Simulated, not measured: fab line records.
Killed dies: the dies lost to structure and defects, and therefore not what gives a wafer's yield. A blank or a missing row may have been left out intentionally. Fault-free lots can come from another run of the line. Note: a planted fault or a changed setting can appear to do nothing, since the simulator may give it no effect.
One fault seen from 2 desks	flow berkeleyCmos170	what lay behind the numbers comes last; until then each desk has only its own

## AT THE TOOL OWNER'S DESK: rieDiel-04
The tool's own readings at UCB170_ACTIVE_ETCH_15 (etches Si3N4 in CH3F/Ar/O2, stops on SiO2, target depth 242 nm, time 151 s): means of the sampled wafers that have a number, for each lot that ran on this tool. A lot is out of limits, marked OUT, if its mean lies more than 4 standard deviations from the usual mean; the brackets give that distance.
Columns: A = drypumpMotorCurrentA at UCB170_ACTIVE_ETCH_15, usual 5.8 A; B = mfcArSccm at UCB170_ACTIVE_ETCH_15, usual 50.01 sccm; C = oesProductAu at UCB170_ACTIVE_ETCH_15, usual 0.940 a.u.; D = rfFwdPowerW at UCB170_ACTIVE_ETCH_15, usual 447.8 W; E = throttleValvePct at UCB170_ACTIVE_ETCH_15, usual 8.01 %
lot	first seen here	A	B	C	D	E
L334	day 5 05:02	6.0	50.08	0.942	446.7	7.95
L336	day 5 11:40	6.1	50.09	0.935	447.9	8.00
L338	day 6 06:53	5.6	49.92	0.938	448.1	7.88
L344	day 7 00:42	5.7	50.00	0.866 (-5.7) OUT	268.6 (-99 or more) OUT	7.92
L346	day 7 12:24	6.0	50.16	0.859 (-6.2) OUT	269.4 (-99 or more) OUT	7.95
L348	day 7 22:27	5.8	50.05	0.861 (-6.1) OUT	267.7 (-99 or more) OUT	7.93
This desk's verdict: out of limits on L344, L346, L348, starting with L344 at day 7 00:42 (oesProductAu at UCB170_ACTIVE_ETCH_15). L334, L336, L338: within limits.

## FROM THE METROLOGY DESK
Means of the sampled wafers that have a number, per lot and without regard to the tool the lot ran on: this is what the gauges read. A lot is out of limits, marked OUT, if its mean lies more than 4 standard deviations from the usual mean; the brackets give that distance.
Columns: A = SACOX_OXIDE_THK at UCB170_SACOX_THK_MEAS_02, usual 14.34 nm; B = FIELD_OXIDE_LEFT_2_THK at UCB170_FIELD_THK_MEAS_91, usual 350 nm; C = GATE_OVL at UCB170_GATE_OVL_MEAS_13, usual -2 nm
lot	first seen here	A	B	C
L331	day 5 08:09	14.45	346	-2
L333	day 5 18:35	14.22	346	-7
L334	day 6 05:41	14.65	350	-6
L336	day 6 05:42	14.44	358	3
L337	day 6 15:48	14.28	361	6
L338	day 7 02:57	14.39	336	-11
L339	day 7 11:22	14.39	344	-2
L342	day 7 11:22	14.44	351	-7
L343	day 8 01:14	14.18	347	-1
L347	day 8 20:54	14.46	342	1
L350	day 9 09:33	14.44	353	9
L351	day 9 20:23	14.43	358	-7
This desk's finding: nothing out of limits on any of the 12 lots.

## PUT TOGETHER
The tool owner's desk could have raised an alarm at day 7 00:42, on L344, L346, L348.
From the metrology desk's view, nothing was out of limits.
The metrology desk has no number on record for L344, L346, L348.
Every lot named ran UCB170_ACTIVE_ETCH_15 on rieDiel-04.

## WHAT THE SIMULATOR HAD INSERTED
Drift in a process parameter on rieDiel-04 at UCB170_ACTIVE_ETCH_15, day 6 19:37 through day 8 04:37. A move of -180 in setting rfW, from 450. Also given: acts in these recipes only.
Lots struck among those shown: L344, L346, L348.
Hours from the fault's start to each desk's first reading out of limits: the tool owner's desk, 5.
